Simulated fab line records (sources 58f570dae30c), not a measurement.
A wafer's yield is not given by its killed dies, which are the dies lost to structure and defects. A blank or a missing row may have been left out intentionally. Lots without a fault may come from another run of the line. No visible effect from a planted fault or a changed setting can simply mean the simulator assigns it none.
Which tool did it? -- flow berkeley_cmos170 -- 39 wafers from 13 lots sampled at 4 of the route's 331 steps

## WHAT THE GAUGES SHOWED, per wafer
UCB170_PWELL_TW_MEAS_17.
lot,measured,on,PWELL_TW
L755,day 3 03:10,film_metro-01,375 374 374
L756,day 3 10:51,film_metro-01,377 378 378
L758,day 3 14:53,film_metro-04,380 382 381
L760,day 3 21:55,film_metro-04,382 382 382
L765,day 5 08:08,film_metro-02,380 383 383
L769,day 6 09:57,film_metro-04,382 382 382
L770,day 6 09:41,film_metro-02,382 383 382
L772,day 6 18:52,film_metro-01,377 376 378
L775,day 7 04:55,film_metro-04,384 383 383
L773,day 7 04:55,film_metro-01,378 380 379
L774,day 7 04:41,film_metro-04,381 385 385
L777,day 7 14:53,film_metro-02,380 378 378
L776,day 7 14:45,film_metro-02,380 382 380

UCB170_ACTIVE_CD_MEAS_13: target cd 1200 nm.
lot,measured,on,cd_nm (nm)
L755,day 4 05:50,cd_sem-01,1200.1 1202.0 1200.3
L756,day 4 13:58,cd_sem-02,1199.5 1198.9 1199.5
L758,day 4 18:08,cd_sem-01,1199.8 1198.9 1197.6
L760,day 4 22:38,cd_sem-02,1199.9 1200.8 1200.4
L765,day 6 13:05,cd_sem-02,1201.7 1201.4 1202.3
L769,day 7 11:02,cd_sem-01,1200.9 1200.5 1200.9
L770,day 7 22:55,cd_sem-01,1200.9 1199.7 1200.2
L772,day 7 22:49,cd_sem-02,1199.6 1199.9 1200.5
L775,day 8 05:03,cd_sem-02,1202.3 1202.0 1203.6
L773,day 8 05:13,cd_sem-01,1199.3 1199.1 1200.0
L774,day 8 05:02,cd_sem-01,1198.6 1200.0 1198.8
L777,day 8 16:28,cd_sem-01,1198.5 1198.5 1197.8
L776,day 8 16:15,cd_sem-01,1198.8 1200.0 1197.8

UCB170_SCREENOX_THK_MEAS_02.
lot,measured,on,SCREENOX_OXIDE_THK (nm)
L755,day 5 12:03,film_metro-04,14.76 14.63 14.76
L756,day 5 18:34,film_metro-02,13.96 13.82 13.95
L758,day 5 22:16,film_metro-03,14.62 14.56 14.57
L760,day 6 04:58,film_metro-02,15.03 14.99 15.17
L765,day 7 13:49,film_metro-03,14.58 14.62 14.51
L769,day 8 11:06,film_metro-02,14.24 14.31 14.29
L770,day 9 02:11,film_metro-03,14.39 14.46 14.36
L772,day 9 02:10,film_metro-04,14.43 14.27 14.16
L775,day 9 03:49,film_metro-03,14.41 14.27 14.33
L773,day 9 03:51,film_metro-02,14.36 14.34 14.51
L774,day 9 03:49,film_metro-04,14.14 14.33 14.23
L777,day 9 10:27,film_metro-02,14.44 14.19 14.45
L776,day 9 10:28,film_metro-04,14.38 14.12 14.48

## WHICH TOOL RAN EACH LOT (tool, then ch and the chambers of the sampled wafers, then the start)
lot,UCB170_NWELL_EXPOSE_09
L755,"krf_scanner-02 ch 0, day 2 11:35"
L756,"krf_scanner-02 ch 0, day 2 13:34"
L758,"krf_scanner-02 ch 0, day 2 21:54"
L760,"krf_scanner-01 ch 0, day 3 03:05"
L765,"krf_scanner-02 ch 0, day 4 13:44"
L769,"krf_scanner-02 ch 0, day 5 08:17"
L770,"krf_scanner-02 ch 0, day 5 16:43"
L772,"krf_scanner-01 ch 0, day 6 03:01"
L775,"krf_scanner-01 ch 0, day 6 10:12"
L773,"krf_scanner-02 ch 0, day 6 10:30"
L774,"krf_scanner-01 ch 0, day 6 10:41"
L777,"krf_scanner-01 ch 0, day 6 19:49"
L776,"krf_scanner-02 ch 0, day 6 20:14"
- UCB170_NWELL_EXPOSE_09: exposes mask NWELL, target cd 3000 nm.

## WHAT THE TOOLS THEMSELVES READ (means of the sampled wafers that have a number; where no wafer has one, the mark that the record gives instead)
The record holds no such reading with a usual standard deviation.

## THE ANSWER, worked out from the rows above alone
Rule: the usual values come from the lots themselves. The widest of any qualifying gaps counts: lots, ordered by their means at a reading, are off when they make up no more than a third of the lots, leave a main group of 4 or more, and stand apart from it by 3 or more times the standard deviation of that group's means. A main group is skipped when, at the precision printed for the reading in the tables above, its means are all equal. Also off: a lot with no number at a reading for which 4 or more lots have one. Where the step has rows for the other lots, those lots are counted as sound. After the gauges, taken in route order, come the tools' own readings; for these a lot's mean is taken, as printed above. The first step at which some lot is off is used, and at that step the reading that is off furthest; a lot without a number counts as furthest.
No lot is off at any reading shown: from this, nothing can be told.

## WHAT HAD BEEN PUT IN BY THE SIMULATOR
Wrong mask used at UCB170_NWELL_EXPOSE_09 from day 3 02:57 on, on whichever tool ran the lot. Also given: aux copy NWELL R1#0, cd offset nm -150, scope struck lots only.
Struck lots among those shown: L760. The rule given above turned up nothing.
